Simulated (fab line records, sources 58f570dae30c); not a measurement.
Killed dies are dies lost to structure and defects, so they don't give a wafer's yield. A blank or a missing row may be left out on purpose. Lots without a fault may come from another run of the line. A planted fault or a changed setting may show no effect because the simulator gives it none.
Split-lot experiment | flow berkeley_cmos170 | 5 lots, 23 wafers read, on a route of 331 steps

THE SPLIT
At UCB170_NLDD_COAT_01 (resist thk 900 nm), the setting resist_thk_nm was moved away from the recipe's 900 nm on 8 of the 23 wafers read, by -4.7% to +2.2%. The other wafers ran this setting at the recipe's value.

The reading is taken at the split's own step.

THE READING
KrF_of_NLDD_COAT_01.thk_nm (the simulator's own value, which no gauge read), in nm, at UCB170_NLDD_COAT_01 (resist thk 900 nm). The file gives no usual value for it. The 15 wafers here that ran the recipe average 900.3 nm, standard deviation 1.6 nm.

wafer  | tool, chamber at the split | resist_thk_nm as run, nm | against the recipe | KrF_of_NLDD_COAT_01.thk_nm, nm | against lot-mates on the recipe
L074.2 | litho_track-01, 0          | 900                      | recipe             | 899.3                          | -
L074.3 | litho_track-01, 0          | 900                      | recipe             | 901                            | -
L074.4 | litho_track-01, 0          | 900                      | recipe             | 898.4                          | -
L078.1 | litho_track-04, 0          | 857.5                    | -4.7%              | 856.6                          | -42.4
L078.2 | litho_track-04, 0          | 857.5                    | -4.7%              | 858.4                          | -40.6
L078.3 | litho_track-04, 0          | 900                      | recipe             | 898.1                          | -
L078.5 | litho_track-04, 0          | 857.5                    | -4.7%              | 857.7                          | -41.3
L078.6 | litho_track-04, 0          | 900                      | recipe             | 900                            | -
L077.1 | litho_track-01, 0          | 859.9                    | -4.5%              | 856.9                          | -42.9
L077.2 | litho_track-01, 0          | 900                      | recipe             | 899.2                          | -
L077.3 | litho_track-01, 0          | 900                      | recipe             | 898.9                          | -
L077.4 | litho_track-01, 0          | 859.9                    | -4.5%              | 858.7                          | -41.1
L077.6 | litho_track-01, 0          | 900                      | recipe             | 901.4                          | -
L079.1 | litho_track-03, 0          | 900                      | recipe             | 901.4                          | -
L079.2 | litho_track-03, 0          | 900                      | recipe             | 903.7                          | -
L079.4 | litho_track-03, 0          | 900                      | recipe             | 898.4                          | -
L079.5 | litho_track-03, 0          | 900                      | recipe             | 901.9                          | -
L079.6 | litho_track-03, 0          | 900                      | recipe             | 901.2                          | -
L083.1 | litho_track-01, 0          | 919.6                    | +2.2%              | 918.6                          | +17.8
L083.2 | litho_track-01, 0          | 919.6                    | +2.2%              | 923.8                          | +22.9
L083.3 | litho_track-01, 0          | 919.6                    | +2.2%              | 919.4                          | +18.5
L083.4 | litho_track-01, 0          | 900                      | recipe             | 899.2                          | -
L083.5 | litho_track-01, 0          | 900                      | recipe             | 902.5                          | -

THE FIT
A straight line over all 23 wafers: KrF_of_NLDD_COAT_01.thk_nm changes by +9.25 nm for each +1% of resist_thk_nm; r = +1.00; the points scatter about the line by 1.8 nm.
The same after taking each lot's own level away (the mean of its wafers on the recipe; 23 wafers): +9.03 nm for each +1%; r = +1.00; scatter 1.7 nm.
On that fit, the largest move of resist_thk_nm shifts the reading by 43 nm.
The lots' own levels span 899.05 to 901.32 nm, that is 1.4 times the standard deviation above.
So the lot-to-lot level changes the slope little: the two slopes agree.
Check: with one of the wafers moved furthest among these (-4.7%) left out of the fit, the line predicts -42.7 nm for it against its lot-mates. It came out at -42.4 nm against them.

OTHER SPLITS ON THESE WAFERS
These wafers also went through other splits before the reading. Each is held against what the fit with the lots' levels taken away leaves over:
other split on the same wafers       | wafers away from the commonest value | r with KrF_of_NLDD_COAT_01.thk_nm (lot level and that fit taken away)
UCB170_ZERO_ETCH_06 over_etch_frac   | 7                                    | +0.06
UCB170_NWELL_PEB_10 peb_temp_c       | 9                                    | +0.46
UCB170_PWELL_CVD_05 temp_c           | 15                                   | +0.26
UCB170_PWELL_COAT_08 spin_rpm        | 11                                   | +0.28
UCB170_WELLDRIVE_OXIDATION_01 temp_c | 10                                   | -0.16
UCB170_PVT_COAT_01 resist_thk_nm     | 6                                    | -0.10
UCB170_PVT_IMPLANT_07 tilt_deg       | 5                                    | -0.14
UCB170_PLDD_PEB_04 peb_temp_c        | 7                                    | +0.19

THE WHOLE CHAIN: every reading that the file lists as answering this split, in the file's order
step                 | what it does      | reading                                                                     | change (the file's fit)              | r (the file's)
UCB170_NLDD_COAT_01  | resist thk 900 nm | KrF_of_NLDD_COAT_01.thk_nm (the simulator's own value, which no gauge read) | +9.1 nm for each +1% of the setting  | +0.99
UCB170_NLDD_STRIP_10 | strips in O2      | strip_time_to_endpoint_s                                                    | withheld for each +1% of the setting | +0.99

THE FILE'S OWN FIT
KrF_of_NLDD_COAT_01.thk_nm changes by +9.1 nm for each +1% of resist_thk_nm, r = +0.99.
